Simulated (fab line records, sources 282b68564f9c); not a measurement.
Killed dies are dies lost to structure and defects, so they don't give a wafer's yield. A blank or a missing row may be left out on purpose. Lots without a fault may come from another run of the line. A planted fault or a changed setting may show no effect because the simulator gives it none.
A sampling plan put to the test | flow rit_cmos | one fab line, 27 faults that these records tell of, each judged on the records of the lots that it struck
The plan is the line's own looks: the steps of the route at which a gauge or an inspection reads the wafer and doesn't change it. A look can be judged if struck wafers have a number there and the file gives its usual mean and standard deviation on fault-free wafers. Caught: at a look after the fault's first step, the mean of the struck wafers lies 4 or more of those standard deviations (sigma) from the usual mean. On the tool: the same test on the tool's own readings at the fault's steps. Another recipe on the struck wafers, or a record that is blank for them alone, also counts as caught.

THE FAULTS, as the simulator had put them in
1. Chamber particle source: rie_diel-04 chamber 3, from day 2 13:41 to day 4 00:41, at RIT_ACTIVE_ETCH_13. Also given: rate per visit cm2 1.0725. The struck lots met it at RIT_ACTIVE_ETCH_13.
2. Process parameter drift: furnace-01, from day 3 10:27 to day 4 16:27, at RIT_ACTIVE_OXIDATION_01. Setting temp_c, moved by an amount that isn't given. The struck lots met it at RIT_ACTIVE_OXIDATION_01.
3. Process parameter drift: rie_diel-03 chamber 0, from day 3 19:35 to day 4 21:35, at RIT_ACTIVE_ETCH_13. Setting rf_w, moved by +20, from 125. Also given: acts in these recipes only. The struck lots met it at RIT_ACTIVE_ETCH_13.
4. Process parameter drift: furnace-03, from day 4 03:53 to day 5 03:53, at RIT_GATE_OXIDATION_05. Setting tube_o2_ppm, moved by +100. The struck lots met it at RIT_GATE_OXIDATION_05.
5. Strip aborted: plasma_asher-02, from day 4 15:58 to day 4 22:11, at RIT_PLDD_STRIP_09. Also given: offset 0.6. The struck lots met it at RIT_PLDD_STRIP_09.
6. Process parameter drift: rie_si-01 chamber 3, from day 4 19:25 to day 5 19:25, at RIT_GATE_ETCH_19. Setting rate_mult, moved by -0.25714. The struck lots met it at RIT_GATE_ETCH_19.
7. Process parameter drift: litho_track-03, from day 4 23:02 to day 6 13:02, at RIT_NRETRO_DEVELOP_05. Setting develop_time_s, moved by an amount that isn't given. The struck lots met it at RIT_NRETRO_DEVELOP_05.
8. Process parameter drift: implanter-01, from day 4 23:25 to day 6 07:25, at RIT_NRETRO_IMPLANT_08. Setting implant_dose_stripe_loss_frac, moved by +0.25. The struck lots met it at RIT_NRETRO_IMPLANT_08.
9. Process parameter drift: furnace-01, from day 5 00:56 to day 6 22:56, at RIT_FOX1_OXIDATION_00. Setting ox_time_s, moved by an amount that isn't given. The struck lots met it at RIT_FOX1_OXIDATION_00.
10. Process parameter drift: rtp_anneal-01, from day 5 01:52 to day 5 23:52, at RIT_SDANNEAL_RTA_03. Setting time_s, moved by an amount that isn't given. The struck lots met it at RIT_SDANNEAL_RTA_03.
11. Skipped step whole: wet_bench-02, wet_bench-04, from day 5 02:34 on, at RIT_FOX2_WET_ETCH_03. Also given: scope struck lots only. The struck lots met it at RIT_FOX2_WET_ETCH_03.
12. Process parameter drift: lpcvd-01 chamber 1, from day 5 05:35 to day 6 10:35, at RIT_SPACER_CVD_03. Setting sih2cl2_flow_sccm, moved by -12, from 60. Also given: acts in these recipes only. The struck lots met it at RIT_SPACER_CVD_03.
13. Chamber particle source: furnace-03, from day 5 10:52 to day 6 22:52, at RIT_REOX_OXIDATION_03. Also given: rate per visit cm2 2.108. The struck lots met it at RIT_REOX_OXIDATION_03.
14. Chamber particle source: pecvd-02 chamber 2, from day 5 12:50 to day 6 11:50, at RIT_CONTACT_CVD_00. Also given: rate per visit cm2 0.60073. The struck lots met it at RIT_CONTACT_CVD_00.
15. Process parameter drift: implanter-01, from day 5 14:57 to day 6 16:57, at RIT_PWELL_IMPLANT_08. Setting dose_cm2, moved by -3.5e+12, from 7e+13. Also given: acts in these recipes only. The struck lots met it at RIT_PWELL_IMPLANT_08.
16. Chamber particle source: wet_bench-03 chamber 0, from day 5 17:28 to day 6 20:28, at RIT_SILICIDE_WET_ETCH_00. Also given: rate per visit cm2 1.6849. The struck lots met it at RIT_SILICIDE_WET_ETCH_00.
17. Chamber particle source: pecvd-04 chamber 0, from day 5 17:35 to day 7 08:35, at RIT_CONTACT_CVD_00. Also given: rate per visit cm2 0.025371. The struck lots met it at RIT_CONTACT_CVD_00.
18. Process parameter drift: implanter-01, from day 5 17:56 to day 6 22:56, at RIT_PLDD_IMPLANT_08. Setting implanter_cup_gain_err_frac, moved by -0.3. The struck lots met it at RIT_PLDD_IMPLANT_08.
19. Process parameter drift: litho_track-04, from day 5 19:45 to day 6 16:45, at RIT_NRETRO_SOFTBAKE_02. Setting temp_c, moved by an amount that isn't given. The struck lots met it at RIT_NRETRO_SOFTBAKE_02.
20. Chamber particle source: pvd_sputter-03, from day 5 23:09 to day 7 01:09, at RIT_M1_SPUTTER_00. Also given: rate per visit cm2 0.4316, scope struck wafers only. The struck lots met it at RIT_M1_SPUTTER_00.
21. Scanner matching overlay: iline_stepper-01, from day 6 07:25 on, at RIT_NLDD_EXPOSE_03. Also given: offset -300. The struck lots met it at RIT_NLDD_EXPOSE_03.
22. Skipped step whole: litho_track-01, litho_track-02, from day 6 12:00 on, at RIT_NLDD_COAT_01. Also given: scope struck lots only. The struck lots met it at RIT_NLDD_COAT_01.
23. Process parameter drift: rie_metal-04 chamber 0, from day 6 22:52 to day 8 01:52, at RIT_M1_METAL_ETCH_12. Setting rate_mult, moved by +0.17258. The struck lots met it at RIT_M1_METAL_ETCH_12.
24. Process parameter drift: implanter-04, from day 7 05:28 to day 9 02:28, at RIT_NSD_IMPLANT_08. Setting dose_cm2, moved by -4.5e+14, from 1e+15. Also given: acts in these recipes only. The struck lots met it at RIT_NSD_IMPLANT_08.
25. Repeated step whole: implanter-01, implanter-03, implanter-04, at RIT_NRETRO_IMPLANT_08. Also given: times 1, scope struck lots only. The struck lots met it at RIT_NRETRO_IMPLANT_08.
26. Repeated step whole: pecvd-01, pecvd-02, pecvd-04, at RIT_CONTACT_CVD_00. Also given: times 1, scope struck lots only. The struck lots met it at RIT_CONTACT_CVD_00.
27. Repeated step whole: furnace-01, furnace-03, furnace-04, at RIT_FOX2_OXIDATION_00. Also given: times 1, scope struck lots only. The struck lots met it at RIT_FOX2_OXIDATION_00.

WHAT THE PLAN SAW
fault | on the tool itself                               | first look that catches it                      | reading, sigma                                          | median hours from its first step to that look | hours from the fault's start to the first struck lot there | judged looks passed uncaught
1     | under 2 sigma                                    | no look after it can be judged                  | -                                                       | -                                             | -                                                          | 0
2     | tube_center_temp_C +99 or beyond sigma           | RIT_ACTIVE_THK_MEAS_02                          | ACTIVE_OXIDE_THK +8.5                                   | 1.9                                           | 0                                                          | 0
3     | rf_fwd_power_W +57 sigma                         | none of the 4 looks that can be judged after it | -                                                       | -                                             | -                                                          | 4
4     | under 2 sigma                                    | not the one look that can be judged after it    | strongest: GATE_OXIDE_THK at RIT_GATE_THK_MEAS_07, +3.3 | -                                             | -                                                          | 1
5     | run_length_s -99 or beyond sigma                 | no look after it can be judged                  | -                                                       | -                                             | -                                                          | 0
6     | oes_product_au -5.9 sigma                        | no look after it can be judged                  | -                                                       | -                                             | -                                                          | 0
7     | under 2 sigma                                    | RIT_NRETRO_TW_MEAS_10                           | NRETRO_TW -99 or beyond                                 | 1.3                                           | 5                                                          | 0
8     | under 2 sigma                                    | RIT_NRETRO_TW_MEAS_10                           | NRETRO_TW -7.6                                          | 0.3                                           | 8                                                          | 0
9     | no reading that can be judged                    | RIT_FOX1_THK_MEAS_01                            | FOX1_OXIDE_THK +7.5                                     | 1.3                                           | 6                                                          | 0
10    | under 2 sigma                                    | RIT_SDANNEAL_RS_MEAS_04                         | PSD_RS -6.6                                             | 0.1                                           | 6                                                          | 0
11    | the tool's record is blank for the struck wafers | no look after it can be judged                  | -                                                       | -                                             | -                                                          | 0
12    | sih2cl2_flow_sccm -86 sigma                      | RIT_SPACER_THK_MEAS_04                          | SPACER_NITRIDE_THK -6.0                                 | 1.9                                           | 16                                                         | 0
13    | no reading that can be judged                    | no look after it can be judged                  | -                                                       | -                                             | -                                                          | 0
14    | under 2 sigma                                    | not the one look that can be judged after it    | -                                                       | -                                             | -                                                          | 1
15    | dose_ions_cm2 -44 sigma                          | RIT_WELLDRIVE_RS_MEAS_02                        | PWELL_RS +11                                            | 5.9                                           | 8                                                          | 0
16    | no reading that can be judged                    | no look after it can be judged                  | -                                                       | -                                             | -                                                          | 0
17    | under 2 sigma                                    | no look after it can be judged                  | -                                                       | -                                             | -                                                          | 0
18    | beam_on_s +21 sigma                              | RIT_PLDD_TW_MEAS_10                             | PLDD_TW +18                                             | 0.3                                           | 5                                                          | 0
19    | heater_power_total_W -42 sigma                   | not the one look that can be judged after it    | -                                                       | -                                             | -                                                          | 1
20    | under 2 sigma                                    | no look after it can be judged                  | -                                                       | -                                             | -                                                          | 0
21    | no reading that can be judged                    | RIT_NLDD_OVL_MEAS_06                            | NLDD_OVL -99 or beyond                                  | 0.4                                           | 15                                                         | 0
22    | the tool's record is blank for the struck wafers | RIT_PLDD_TW_MEAS_10                             | PLDD_TW +43                                             | 2.6                                           | 7                                                          | 0
23    | under 2 sigma                                    | no look after it can be judged                  | -                                                       | -                                             | -                                                          | 0
24    | dose_ions_cm2 -99 or beyond sigma                | RIT_NSD_TW_MEAS_10                              | NSD_TW -26                                              | 0.3                                           | 7                                                          | 0
25    | no reading that can be judged                    | RIT_NRETRO_TW_MEAS_10                           | NRETRO_TW +41                                           | 0.6                                           | -                                                          | 0
26    | under 2 sigma                                    | RIT_CONTACT_THK_MEAS_01                         | CONTACT_TEOS_THK +81                                    | 0.3                                           | -                                                          | 0
27    | no reading that can be judged                    | RIT_FOX2_THK_MEAS_01                            | FOX2_OXIDE_THK +24                                      | 4.2                                           | -                                                          | 0
A dash: the fault isn't caught, or these records don't give the number.

Caught at a look: 14 of 27. Caught on the tool: 11 of 27. By one or the other: 19 of 27.
Caught on the tool alone: faults 3, 5, 6, 11, 19.
Caught at a look alone: faults 7, 8, 9, 10, 21, 25, 26, 27.
Caught by neither: faults 1, 4, 13, 14, 16, 17, 20, 23.

THINNER SAMPLING
If the look that catches a fault measured only every second or every third lot, by lot number, the first struck lot would be measured this late in the worst case:
fault | struck lots at that look, in order of time | every lot | every second lot | every third lot
2     | L476, L477                                 | 0 h       | 4 h              | may miss all 2
7     | L680, L681                                 | 5 h       | 8 h              | may miss all 2
8     | L712, L715, L716                           | 8 h       | 20 h             | may miss all 3
9     | L698, L699                                 | 6 h       | 11 h             | may miss all 2
10    | L550, L552                                 | 6 h       | may miss all 2   | may miss all 2
12    | L806, L808                                 | 16 h      | may miss all 2   | may miss all 2
15    | L416, L418                                 | 8 h       | may miss all 2   | may miss all 2
18    | L317, L319, L320                           | 5 h       | 16 h             | may miss all 3
21    | L376, L377, L379                           | 15 h      | 18 h             | may miss all 3
22    | L725, L726, L727                           | 7 h       | 12 h             | 15 h
24    | L860, L861                                 | 7 h       | 13 h             | may miss all 2
Hours are from the fault's start to the first struck lot that is measured. The limit of 4 sigma was tested on all struck wafers together, so one lot alone may lie under it. Other struck lots may not be in these records.

THE LONGEST TIMED WAY FROM STEP TO LOOK
Fault 15: a median of 5.9 hours passes between RIT_PWELL_IMPLANT_08 and RIT_WELLDRIVE_RS_MEAS_02. No look between them can be judged.
